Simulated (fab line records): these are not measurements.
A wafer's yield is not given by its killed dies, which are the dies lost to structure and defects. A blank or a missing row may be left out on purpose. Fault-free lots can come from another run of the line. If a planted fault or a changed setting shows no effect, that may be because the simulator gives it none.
Problem report, 8D (eight disciplines) form, completed by code :: flow berkeleyCmos170 :: the parts of the form that need people (team, actions taken, sign-off) are left out

1. WHAT WENT WRONG
Wafers free of any fault read 1234 (standard deviation 11) for NWELL_TW at UCB170_NWELL_TW_MEAS_16, against a mean of 1384 on 6 wafers of 2 lots. That is +14 standard deviations from the usual mean.
Seen first at day 4 13:41 on filmMetro-01, wafer L100.2. The record has a number at this step for 42 wafers belonging to 14 lots. Rule for "out", or "out of limits": more than 4 standard deviations from the usual mean. The rest of the wafers with a number are treated as sound.

2. WHAT IT IS AND WHAT IT IS NOT
question: which readings at this step
is: NWELL_TW
is not: -

question: which lots
is: L100, L102
is not: L106, L108, L109, L110, L111, L112, L113, L991, L993, L994, L995, L996

question: which wafers of those lots
is: all that have a number
is not: -

question: read on which gauges
is: filmMetro-01, filmMetro-04
is not: filmMetro-02

question: when
is: from day 4 13:41
is not: up to then (15 sound wafers); but 21 sound wafers of L106, L108, L109, L110, L111, L112, L113 came after

3. SUSPECTS, AND WHAT RULES EACH OUT
Counting: a tool at a process step up to the reading stays a suspect if it ran every lot that is out and no sound lot after the first of them.
- the gauge at UCB170_NWELL_TW_MEAS_16: ruled out. Those wafers that are out were read across 2 gauges (filmMetro-01, filmMetro-04).
- implanter-03 at UCB170_NWELL_IMPLANT_14: kept. It processed each lot that is out, first L100 at day 4 13:28, and no sound lot thereafter; up to then, the last sound lot it processed was L996 at day 3 15:39. Its own doseIonsCm2, faradayCurrentUA readings are out on those wafers.
Remaining after the count: implanter-03 at UCB170_NWELL_IMPLANT_14.

4. THE CAUSE (what the simulator had put in)
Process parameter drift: implanter-03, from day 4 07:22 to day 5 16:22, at UCB170_NWELL_IMPLANT_14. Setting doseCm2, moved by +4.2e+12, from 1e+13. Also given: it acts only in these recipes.
The count eliminated every tool but this one.

5. THE EFFECT CHAIN, in route order
Each row: a reading whose mean over the struck wafers that have a number lies more than 3 standard deviations from the usual. Readings are gone through only where the record gives a usual standard deviation; hours: the median, over the lots, of the time from a lot's start at the first step in this table giving one to that lot's start at this step; sigmas: the change measured in usual standard deviations.
hours: 0
step: UCB170_NWELL_IMPLANT_14
reading: doseIonsCm2
usual: 1.0001e+13
on struck wafers: 1.4200e+13
change: +4.1987e+12
sigmas: +99 or more

hours: 0
step: UCB170_NWELL_IMPLANT_14
reading: faradayCurrentUA
usual: 31.7
on struck wafers: 45.5
change: +13.8
sigmas: +21

hours: 0
step: UCB170_NWELL_TW_MEAS_16
reading: NWELL_TW
usual: 1234
on struck wafers: 1384
change: +150
sigmas: +14
Its process steps:
- UCB170_NWELL_IMPLANT_14
At these later measuring or inspecting steps, every struck wafer for which the step has a row has a number for every such reading, and none has moved that far: UCB170_M3_BOW_MEAS_20.

6. WHAT WOULD HAVE CAUGHT IT SOONER
6 hours passed between the start of the fault at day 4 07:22 and the first reading out of limits at a measuring or inspecting step in this record, taken at day 4 13:41.
Tool's own readings at UCB170_NWELL_IMPLANT_14, doseIonsCm2, faradayCurrentUA: out on all struck wafers the step has rows for; an alarm limit on them would have tripped on the first.
Of the lots that are out (2), L102 began UCB170_NWELL_IMPLANT_14 on implanter-03 after day 4 13:41. A tool hold placed at that time would have kept it from harm.
